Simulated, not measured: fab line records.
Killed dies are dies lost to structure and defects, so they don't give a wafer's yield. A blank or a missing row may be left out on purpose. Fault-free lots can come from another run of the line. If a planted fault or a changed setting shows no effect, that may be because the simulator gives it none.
Split-lot study / flow berkeley_cmos170 / on a route of 331 steps: 5 lots, 27 wafers read

== ON THE SPLIT ==
At UCB170_M3_SPUTTER_01 (material Al, target thk 900 nm, time 120 s), the setting time_s was moved away from the recipe's 120 s on 6 of the 27 wafers read, by -29.4% to -18.2%. All remaining wafers had this setting at the recipe value.

== FROM THE SPLIT TO THE READING: what the file shows between them, 5 steps ==
- UCB170_M3_RS_MEAS_02: measures by four-point-probe
- UCB170_M3_THK_MEAS_03: measures by xrf
- UCB170_M3_HMDS_04: prime time 60 s
- UCB170_M3_COAT_05: resist thk 900 nm
- UCB170_M3_ETCH_17: etches BARC in N2/H2

== THE READING ==
oes_product_au, in a.u., at UCB170_M3_METAL_ETCH_18 (etches Al in Cl2/BCl3, stops on SiO2, target depth 1170 nm, time 195 s). Fault-free wafers of this fab line usually give 0.849 a.u., standard deviation 0.0089 a.u.

wafer=L075.1; tool, chamber at the split=pvd_sputter-01, -; time_s as run, s=120; against the recipe=recipe; oes_product_au, a.u.=0.848; against lot-mates on the recipe=-
wafer=L075.2; tool, chamber at the split=pvd_sputter-01, -; time_s as run, s=120; against the recipe=recipe; oes_product_au, a.u.=0.843; against lot-mates on the recipe=-
wafer=L075.3; tool, chamber at the split=pvd_sputter-01, -; time_s as run, s=120; against the recipe=recipe; oes_product_au, a.u.=0.846; against lot-mates on the recipe=-
wafer=L075.4; tool, chamber at the split=pvd_sputter-01, -; time_s as run, s=120; against the recipe=recipe; oes_product_au, a.u.=0.845; against lot-mates on the recipe=-
wafer=L075.5; tool, chamber at the split=pvd_sputter-01, -; time_s as run, s=120; against the recipe=recipe; oes_product_au, a.u.=0.844; against lot-mates on the recipe=-
wafer=L075.6; tool, chamber at the split=pvd_sputter-01, -; time_s as run, s=120; against the recipe=recipe; oes_product_au, a.u.=0.847; against lot-mates on the recipe=-
wafer=L079.3; tool, chamber at the split=pvd_sputter-03, -; time_s as run, s=120; against the recipe=recipe; oes_product_au, a.u.=0.870; against lot-mates on the recipe=-
wafer=L079.4; tool, chamber at the split=pvd_sputter-03, -; time_s as run, s=120; against the recipe=recipe; oes_product_au, a.u.=0.832; against lot-mates on the recipe=-
wafer=L079.6; tool, chamber at the split=pvd_sputter-03, -; time_s as run, s=120; against the recipe=recipe; oes_product_au, a.u.=0.836; against lot-mates on the recipe=-
wafer=L081.1; tool, chamber at the split=pvd_sputter-04, -; time_s as run, s=120; against the recipe=recipe; oes_product_au, a.u.=0.854; against lot-mates on the recipe=-
wafer=L081.2; tool, chamber at the split=pvd_sputter-04, -; time_s as run, s=120; against the recipe=recipe; oes_product_au, a.u.=0.840; against lot-mates on the recipe=-
wafer=L081.3; tool, chamber at the split=pvd_sputter-04, -; time_s as run, s=84.7; against the recipe=-29.4%; oes_product_au, a.u.=0.711; against lot-mates on the recipe=-0.141
wafer=L081.4; tool, chamber at the split=pvd_sputter-04, -; time_s as run, s=120; against the recipe=recipe; oes_product_au, a.u.=0.861; against lot-mates on the recipe=-
wafer=L081.5; tool, chamber at the split=pvd_sputter-04, -; time_s as run, s=84.7; against the recipe=-29.4%; oes_product_au, a.u.=0.720; against lot-mates on the recipe=-0.132
wafer=L081.6; tool, chamber at the split=pvd_sputter-04, -; time_s as run, s=84.7; against the recipe=-29.4%; oes_product_au, a.u.=0.709; against lot-mates on the recipe=-0.143
wafer=L084.1; tool, chamber at the split=pvd_sputter-04, -; time_s as run, s=120; against the recipe=recipe; oes_product_au, a.u.=0.854; against lot-mates on the recipe=-
wafer=L084.2; tool, chamber at the split=pvd_sputter-04, -; time_s as run, s=120; against the recipe=recipe; oes_product_au, a.u.=0.855; against lot-mates on the recipe=-
wafer=L084.3; tool, chamber at the split=pvd_sputter-04, -; time_s as run, s=120; against the recipe=recipe; oes_product_au, a.u.=0.864; against lot-mates on the recipe=-
wafer=L084.4; tool, chamber at the split=pvd_sputter-04, -; time_s as run, s=120; against the recipe=recipe; oes_product_au, a.u.=0.852; against lot-mates on the recipe=-
wafer=L084.5; tool, chamber at the split=pvd_sputter-04, -; time_s as run, s=120; against the recipe=recipe; oes_product_au, a.u.=0.857; against lot-mates on the recipe=-
wafer=L084.6; tool, chamber at the split=pvd_sputter-04, -; time_s as run, s=120; against the recipe=recipe; oes_product_au, a.u.=0.850; against lot-mates on the recipe=-
wafer=L085.1; tool, chamber at the split=pvd_sputter-01, -; time_s as run, s=120; against the recipe=recipe; oes_product_au, a.u.=0.844; against lot-mates on the recipe=-
wafer=L085.2; tool, chamber at the split=pvd_sputter-01, -; time_s as run, s=98.13; against the recipe=-18.2%; oes_product_au, a.u.=0.757; against lot-mates on the recipe=-0.082
wafer=L085.3; tool, chamber at the split=pvd_sputter-01, -; time_s as run, s=120; against the recipe=recipe; oes_product_au, a.u.=0.835; against lot-mates on the recipe=-
wafer=L085.4; tool, chamber at the split=pvd_sputter-01, -; time_s as run, s=98.13; against the recipe=-18.2%; oes_product_au, a.u.=0.754; against lot-mates on the recipe=-0.085
wafer=L085.5; tool, chamber at the split=pvd_sputter-01, -; time_s as run, s=120; against the recipe=recipe; oes_product_au, a.u.=0.839; against lot-mates on the recipe=-
wafer=L085.6; tool, chamber at the split=pvd_sputter-01, -; time_s as run, s=98.13; against the recipe=-18.2%; oes_product_au, a.u.=0.772; against lot-mates on the recipe=-0.067

THE FIT
A straight line over all 27 wafers: oes_product_au changes by +0.00464 a.u. for each +1% of time_s; r = +0.98; the points scatter about the line by 0.0094 a.u.
The same after taking each lot's own level away (the mean of its wafers on the recipe; 27 wafers): +0.0046 a.u. for each +1%; r = +0.99; scatter 0.0081 a.u.
The reading moves by 0.14 a.u. for the largest change in time_s, on that fit.
Measured against the standard deviation above, the lots' own levels, which go from 0.8393 to 0.8553 a.u., span 1.8 times it.
The two slopes agree, so the slope changes little with the lot-to-lot level.
Check: with one of the wafers moved furthest among these (-29.4%) left out of the fit, the line predicts -0.133 a.u. for it against its lot-mates. It came out at -0.141 a.u. against them.

== THE WHOLE CHAIN: every reading that the file lists as answering this split, in the file's order ==
step=UCB170_M3_SPUTTER_01; what it does=material Al, target thk 900 nm, time 120 s; reading=Al_of_M3_SPUTTER_01.thk_nm (the simulator's own value, which no gauge read); change (the file's fit)=+8.88 nm for each +1% of the setting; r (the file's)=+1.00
step=UCB170_M3_RS_MEAS_02; what it does=measures by four-point-probe; reading=M3_AL_RS; change (the file's fit)=-0.00044 for each +1% of the setting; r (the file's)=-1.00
step=UCB170_M3_THK_MEAS_03; what it does=measures by xrf; reading=M3_AL_THK; change (the file's fit)=+9.06 for each +1% of the setting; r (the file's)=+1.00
step=UCB170_M3_METAL_ETCH_18; what it does=etches Al in Cl2/BCl3, stops on SiO2, target depth 1170 nm, time 195 s; reading=oes_product_au; change (the file's fit)=+0.00458 a.u. for each +1% of the setting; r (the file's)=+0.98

== FILE'S OWN FIT ==
oes_product_au changes by +0.00458 a.u. for each +1% of time_s, r = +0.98.
